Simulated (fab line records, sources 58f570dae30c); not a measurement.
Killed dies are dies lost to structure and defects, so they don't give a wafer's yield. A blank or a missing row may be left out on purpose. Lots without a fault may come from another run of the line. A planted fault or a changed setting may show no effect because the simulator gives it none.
One fault seen from 2 desks | flow berkeley_cmos170 | each desk has only its own numbers; what lay behind them comes last

THE TOOL OWNER'S DESK: plasma_asher-03
The tool's own readings at UCB170_M1_STRIP_13 (strips in O2): means of the sampled wafers that have a number, for each lot that ran on this tool. A lot is out of limits, marked OUT, if its mean lies more than 4 standard deviations from the usual mean; the brackets give that distance.
Columns: A = chamber_pressure_mTorr at UCB170_M1_STRIP_13, usual 3500 mTorr; B = drypump_motor_current_A at UCB170_M1_STRIP_13, usual 5.6 A; C = oes_product_au at UCB170_M1_STRIP_13, usual 0.720 a.u.
lot  | first seen here | A    | B   | C
L804 | day 8 19:41     | 3503 | 5.5 | 0.722
L806 | day 9 01:55     | 3500 | 5.3 | 0.720
L812 | day 10 01:43    | 3498 | 5.3 | 0.720
L814 | day 10 10:17    | 3499 | 5.4 | 0.688 (-7.4) OUT
L817 | day 10 22:46    | 3500 | 5.4 | 0.698 (-5.1) OUT
L819 | day 11 07:43    | 3501 | 5.4 | 0.694 (-6.0) OUT
This desk's finding: out of limits on L814, L817, L819; first on L814, day 10 10:17 (oes_product_au at UCB170_M1_STRIP_13). In limits: L804, L806, L812.

THE METROLOGY DESK
What the gauges read, lot by lot, whatever tool the lot ran on: means of the sampled wafers that have a number. A lot is out of limits, marked OUT, if its mean lies more than 4 standard deviations from the usual mean; the brackets give that distance.
Columns: A = NWELL_OXIDE_THK at UCB170_NWELL_THK_MEAS_02, usual 26.3 nm; B = M3_BOW at UCB170_M3_BOW_MEAS_20, usual 34 um
lot  | first seen here | A    | B
L804 | day 2 05:53     | 26.5 | 35
L805 | day 2 05:53     | 26.9 | 39
L806 | day 2 14:50     | 25.3 | 34
L807 | day 3 00:02     | 26.1 | 33
L812 | day 3 20:44     | 26.3 | 37
L814 | day 4 07:00     | 26.8 | 34
L815 | day 4 12:11     | 26.5 | 29
L816 | day 4 17:41     | 26.9 | 30
L817 | day 4 17:41     | 26.9 | 35
L819 | day 5 02:47     | 25.7 | 30
L822 | day 5 18:41     | 26.5 | 36
L823 | day 6 03:41     | 26.6 | 37
L824 | day 6 03:41     | 26.8 | 34
L825 | day 6 14:24     | 25.2 | 30
L826 | day 6 23:26     | 26.1 | 40
This desk's finding: nothing out of limits on any of the 15 lots.

PUT TOGETHER
The tool owner's desk could have raised an alarm at day 10 10:17, on L814, L817, L819.
The metrology desk saw nothing out of limits.
The metrology desk has L814, L817, L819 on record, within its limits.
Of the lots named, all ran UCB170_M1_STRIP_13 on plasma_asher-03.

WHAT THE SIMULATOR HAD PUT IN
Process parameter drift: plasma_asher-03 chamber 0, from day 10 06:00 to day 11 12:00, at UCB170_M1_STRIP_13. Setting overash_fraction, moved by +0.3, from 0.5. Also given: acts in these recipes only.
Lots struck among those shown: L814, L817, L819.
Hours from the fault's start to each desk's first reading out of limits: the tool owner's desk, 4.
